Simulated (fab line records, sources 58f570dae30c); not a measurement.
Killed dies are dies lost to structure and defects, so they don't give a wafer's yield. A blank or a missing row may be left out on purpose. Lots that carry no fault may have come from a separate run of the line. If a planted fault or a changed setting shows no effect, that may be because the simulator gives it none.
fab line records || flow berkeley-cmos170
record {"lots": 14, "wafers": 42, "last-day": 13}
route steps=331 shown V1@265
lots with no fault: from the same line, run without faults
start-h: hours from the record's opening day to when the first of the lot's shown wafers began || wait-h: hours since the lot's step before || " same as the row above || L1.1+2: a single row standing in for several wafers || - no value, or no start was given || * or withheld: withheld || < > ~ a bound
route shown NAME@n: NAME is a module with steps in the file, n the number in the route of the first one || usual: mean/standard deviation of fault-free wafers || same: alike in all rows || chamber/n: place in a boat || sites: the reading at each site || _std_site: standard deviation of those values || _edge_site: inner sites' mean taken away from outer sites' mean || radius-mm: how far each site lies from the wafer's centre || mask NAME#n: copy n || behind: tool/chamber where the wafer was last shaped || hold: cause of the lot's hold/its duration in hours/its outcome || device: the n, p or np transistor that did not switch || end of line: tests run on the same wafers once the route is complete || where a step has no rows: the recipe by itself || killed: count of dies lost to structure and defects at first sort (not the wafer's yield) || map: shows each die of a wafer: x if killed, . if not, _ if none is there
set.NAME: the run value of the setting; set.NAME@STEP: its run value at that earlier step || model.NAME: the simulator's own value behind a step, which no gauge read
route steps across a sampled set of lots; one table per step, one row per wafer
services: when a tool's chamber went out of use (start-h, in hours from the record's first day, below 0 if earlier), for how many hours, and the reason
## steps
# step UCB170_V1_DEVELOP_11
# recipe {"developer": "TMAH", "develop-time-s": 45, "resist": "KrF", "dev-temp-c": 21}
# usual {"developer-temp-C": "21.01/0.1"}
{"lot.wafer": "L703.1", "tool": "litho-track-04", "chamber": 0, "start-h": 171, "wait-h": "-", "developer-temp-C": 20.97}
{"lot.wafer": "L703.2", "tool": "litho-track-04", "chamber": 0, "start-h": 171, "wait-h": "-", "developer-temp-C": 21.09}
{"lot.wafer": "L703.5", "tool": "litho-track-04", "chamber": 0, "start-h": 171, "wait-h": "-", "developer-temp-C": 20.96}
{"lot.wafer": "L704.1", "tool": "litho-track-01", "chamber": 0, "start-h": 184, "wait-h": "-", "developer-temp-C": 20.99}
{"lot.wafer": "L704.4", "tool": "litho-track-01", "chamber": 0, "start-h": 184, "wait-h": "-", "developer-temp-C": 21.14}
{"lot.wafer": "L704.6", "tool": "litho-track-01", "chamber": 0, "start-h": 184, "wait-h": "-", "developer-temp-C": 21.04}
{"lot.wafer": "L707.1", "tool": "litho-track-01", "chamber": 0, "start-h": 199, "wait-h": "-", "developer-temp-C": 20.96}
{"lot.wafer": "L707.2", "tool": "litho-track-01", "chamber": 0, "start-h": 199, "wait-h": "-", "developer-temp-C": 20.94}
{"lot.wafer": "L707.6", "tool": "litho-track-01", "chamber": 0, "start-h": 199, "wait-h": "-", "developer-temp-C": 20.87}
{"lot.wafer": "L706.2", "tool": "litho-track-04", "chamber": 0, "start-h": 206, "wait-h": "-", "developer-temp-C": 21.04}
{"lot.wafer": "L706.3", "tool": "litho-track-04", "chamber": 0, "start-h": 206, "wait-h": "-", "developer-temp-C": 20.98}
{"lot.wafer": "L706.5", "tool": "litho-track-04", "chamber": 0, "start-h": 206, "wait-h": "-", "developer-temp-C": 21.02}
{"lot.wafer": "L710.3", "tool": "litho-track-01", "chamber": 0, "start-h": 214, "wait-h": "-", "developer-temp-C": 21.04}
{"lot.wafer": "L710.5", "tool": "litho-track-01", "chamber": 0, "start-h": 214, "wait-h": "-", "developer-temp-C": 20.94}
{"lot.wafer": "L710.6", "tool": "litho-track-01", "chamber": 0, "start-h": 214, "wait-h": "-", "developer-temp-C": 21.29}
{"lot.wafer": "L709.1", "tool": "litho-track-01", "chamber": 0, "start-h": 214, "wait-h": "-", "developer-temp-C": 21.06}
{"lot.wafer": "L709.2", "tool": "litho-track-01", "chamber": 0, "start-h": 214, "wait-h": "-", "developer-temp-C": 21.00}
{"lot.wafer": "L709.4", "tool": "litho-track-01", "chamber": 0, "start-h": 214, "wait-h": "-", "developer-temp-C": 20.95}
{"lot.wafer": "L711.1", "tool": "litho-track-02", "chamber": 0, "start-h": 215, "wait-h": "-", "developer-temp-C": 20.79}
{"lot.wafer": "L711.2", "tool": "litho-track-02", "chamber": 0, "start-h": 216, "wait-h": "-", "developer-temp-C": 20.75}
{"lot.wafer": "L711.6", "tool": "litho-track-02", "chamber": 0, "start-h": 216, "wait-h": "-", "developer-temp-C": 20.81}
{"lot.wafer": "L716.2", "tool": "litho-track-01", "chamber": 0, "start-h": 244, "wait-h": "-", "developer-temp-C": 20.99}
{"lot.wafer": "L716.3", "tool": "litho-track-01", "chamber": 0, "start-h": 244, "wait-h": "-", "developer-temp-C": 20.98}
{"lot.wafer": "L716.4", "tool": "litho-track-01", "chamber": 0, "start-h": 244, "wait-h": "-", "developer-temp-C": 21.04}
{"lot.wafer": "L714.1", "tool": "litho-track-02", "chamber": 0, "start-h": 245, "wait-h": "-", "developer-temp-C": 21.28}
{"lot.wafer": "L714.3", "tool": "litho-track-02", "chamber": 0, "start-h": 245, "wait-h": "-", "developer-temp-C": 20.97}
{"lot.wafer": "L714.6", "tool": "litho-track-02", "chamber": 0, "start-h": 245, "wait-h": "-", "developer-temp-C": 21.18}
{"lot.wafer": "L718.1", "tool": "litho-track-02", "chamber": 0, "start-h": 258, "wait-h": "-", "developer-temp-C": 20.32}
{"lot.wafer": "L718.2", "tool": "litho-track-02", "chamber": 0, "start-h": 259, "wait-h": "-", "developer-temp-C": 20.25}
{"lot.wafer": "L718.3", "tool": "litho-track-02", "chamber": 0, "start-h": 259, "wait-h": "-", "developer-temp-C": 20.15}
{"lot.wafer": "L721.1", "tool": "litho-track-02", "chamber": 0, "start-h": 272, "wait-h": "-", "developer-temp-C": 20.26}
{"lot.wafer": "L721.4", "tool": "litho-track-02", "chamber": 0, "start-h": 272, "wait-h": "-", "developer-temp-C": 20.18}
{"lot.wafer": "L721.6", "tool": "litho-track-02", "chamber": 0, "start-h": 272, "wait-h": "-", "developer-temp-C": 20.03}
{"lot.wafer": "L723.2", "tool": "litho-track-04", "chamber": 0, "start-h": 284, "wait-h": "-", "developer-temp-C": 21.02}
{"lot.wafer": "L723.3", "tool": "litho-track-04", "chamber": 0, "start-h": 284, "wait-h": "-", "developer-temp-C": 20.97}
{"lot.wafer": "L723.6", "tool": "litho-track-04", "chamber": 0, "start-h": 284, "wait-h": "-", "developer-temp-C": 21.13}
{"lot.wafer": "L724.1", "tool": "litho-track-04", "chamber": 0, "start-h": 290, "wait-h": "-", "developer-temp-C": 21.00}
{"lot.wafer": "L724.4", "tool": "litho-track-04", "chamber": 0, "start-h": 290, "wait-h": "-", "developer-temp-C": 21.01}
{"lot.wafer": "L724.5", "tool": "litho-track-04", "chamber": 0, "start-h": 290, "wait-h": "-", "developer-temp-C": 20.89}
{"lot.wafer": "L726.4", "tool": "litho-track-04", "chamber": 0, "start-h": 304, "wait-h": "-", "developer-temp-C": 20.98}
{"lot.wafer": "L726.5", "tool": "litho-track-04", "chamber": 0, "start-h": 304, "wait-h": "-", "developer-temp-C": 20.97}
{"lot.wafer": "L726.6", "tool": "litho-track-04", "chamber": 0, "start-h": 304, "wait-h": "-", "developer-temp-C": 20.89}
## services
{"tool": "litho-track-04", "chamber": "-", "start-h": 257.31, "hours": "-", "kind": "consumable-replace:filter"}
## key
first-sign {"step": "UCB170_V1_DEVELOP_11", "reading": "developer-temp-C", "direction": "down", "sigmas": 7.8, "usual": "*", "struck": "*"}
effect none on later readings
met-at UCB170_V1_DEVELOP_11
struck-lots L718,L721
onset-between 245 258
fault {"kind": "process-parameter-drift", "tool": "litho-track-02", "chamber": "-", "onset-h": 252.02, "steps": "UCB170_V1_DEVELOP_11", "channel": "dev-temp-c", "offset": "*", "shape": "step", "end-h": 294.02, "acts-in": "*", "stated": "*"}
